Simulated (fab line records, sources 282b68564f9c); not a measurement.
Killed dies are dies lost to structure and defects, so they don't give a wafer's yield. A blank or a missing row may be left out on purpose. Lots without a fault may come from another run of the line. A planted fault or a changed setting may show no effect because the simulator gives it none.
A struck lot beside a sound one | flow rit_cmos | 21 steps out of a route of 202
Sound: wafers L564.1, L564.3, L564.4. Struck: wafers L567.1, L567.2, L567.5. The cause comes at the end.
At each step with rows: each side's tool, then ch and its chambers, then its first start. Under that, the readings that differ: sound wafers | struck wafers | difference of the means | sigmas: that difference in standard deviations of wafers without a fault.
alike: readings whose means differ by less than 2 such deviations, and words and numbers that are the same on both sides. not compared: withheld readings, readings that some wafer has no value for, bounds like >300 that may hide the same value, and numbers for which the record gives no deviation and whose values overlap.
The two part at a step that has a row with sigmas, a row that says differs or no value, or rows on one side only. Numbers that don't overlap but have no deviation are shown without sigmas and don't part them. A reading that every wafer of one side lacks parts them only if that side has two wafers or more.

RIT_PLDD_OVL_MEAS_06:
  sound on overlay-02, day 4 01:09; struck on overlay-01, day 4 18:41
  alike: PLDD_OVL
then, 2 steps without rows for these wafers: RIT_PLDD_HARDBAKE_07 (time 60 s); RIT_PLDD_IMPLANT_08.
RIT_PLDD_STRIP_09: strips in O2, time 180 s.
  sound on plasma_asher-01 ch 0,1, day 4 01:29; struck on plasma_asher-02 ch 0,1, day 4 19:01
  alike: drypump_motor_current_A
  not compared: rf_hours_counter_h
RIT_PLDD_TW_MEAS_10:
  sound on film_metro-02, day 4 01:40; struck on film_metro-02, day 4 19:12
  alike: PLDD_TW
then, 4 steps without rows for these wafers: RIT_SPACER_CLEAN_00 (cleans in SC1, time 600 s); RIT_SPACER_CLEAN_01 (cleans in dHF, time 30 s); RIT_SPACER_CLEAN_02 (cleans in SC2, time 600 s); RIT_SPACER_CVD_03 (deposits Si3N4 from SiH2Cl2/NH3, target thk 250 nm, time 3300 s).
RIT_SPACER_THK_MEAS_04:
  sound on film_metro-01, day 4 04:00; struck on film_metro-01, day 4 21:34
  alike: SPACER_NITRIDE_THK
RIT_SPACER_ETCHBACK_05: etches Si3N4 in SF6/CHF3, stops on SiO2, target depth 250 nm, time 240 s.
  sound on rie_diel-03 ch 0,1,3, day 4 04:04; struck on rie_diel-02 ch 0,2,3, day 4 21:38
  reading               | sound             | struck            | difference | sigmas
  oes_product_au (a.u.) | 0.850 0.853 0.852 | 0.833 0.826 0.823 | -0.024     | -2
  alike: drypump_motor_current_A, throttle_valve_pct
  not compared: rf_hours_counter_h
then, 1 step without rows for these wafers: RIT_NSD_HMDS_00 (prime time 60 s).
RIT_NSD_COAT_01: resist thk 1000 nm.
  sound on litho_track-02 ch 0, day 4 04:22; struck on litho_track-02 ch 0, day 4 21:56
  reading                                  | sound                | struck               | difference | sigmas
  spin_speed_rpm (rpm)                     | 3247.4 3247.1 3244.9 | 3748.0 3751.5 3749.4 | +503.2     | +99 or more
  model.NOVOLAK_of_NSD_COAT_01.thk_nm (nm) | 1002 999.7 1000      | 925.5 925.5 924.3    | -75.5      |
  alike: chill_plate_temp_C
then, 4 steps without rows for these wafers: RIT_NSD_SOFTBAKE_02 (time 60 s); RIT_NSD_EXPOSE_03 (exposes mask M9, target cd 40700 nm); RIT_NSD_PEB_04; RIT_NSD_DEVELOP_05 (develop time 50 s).
RIT_NSD_OVL_MEAS_06:
  sound on overlay-01, day 4 05:05; struck on overlay-02, day 4 22:46
  alike: NSD_OVL
RIT_NSD_HARDBAKE_07: time 60 s.
  sound on litho_track-01 ch 0, day 4 05:07; struck on litho_track-02 ch 0, day 4 22:53
  reading                                  | sound           | struck            | difference | sigmas
  model.NOVOLAK_of_NSD_COAT_01.thk_nm (nm) | 885.5 883.6 884 | 818.5 818.6 817.6 | -66.1      |
  alike: chill_plate_temp_C
then, 1 step without rows for these wafers: RIT_NSD_IMPLANT_08.
RIT_M1_PROBE_99:
  sound on prober-01, day 4 15:11; struck on prober-02, day 5 09:06
  alike: killed_at_front_end, killed_dies, killed_open, killed_short

WHERE THEY PART
First at RIT_SPACER_ETCHBACK_05; last, within this record, at RIT_NSD_COAT_01. Later steps at which nothing parts them and some readings are alike: RIT_NSD_OVL_MEAS_06, RIT_NSD_HARDBAKE_07, RIT_M1_PROBE_99.

WHY: what the simulator had put in
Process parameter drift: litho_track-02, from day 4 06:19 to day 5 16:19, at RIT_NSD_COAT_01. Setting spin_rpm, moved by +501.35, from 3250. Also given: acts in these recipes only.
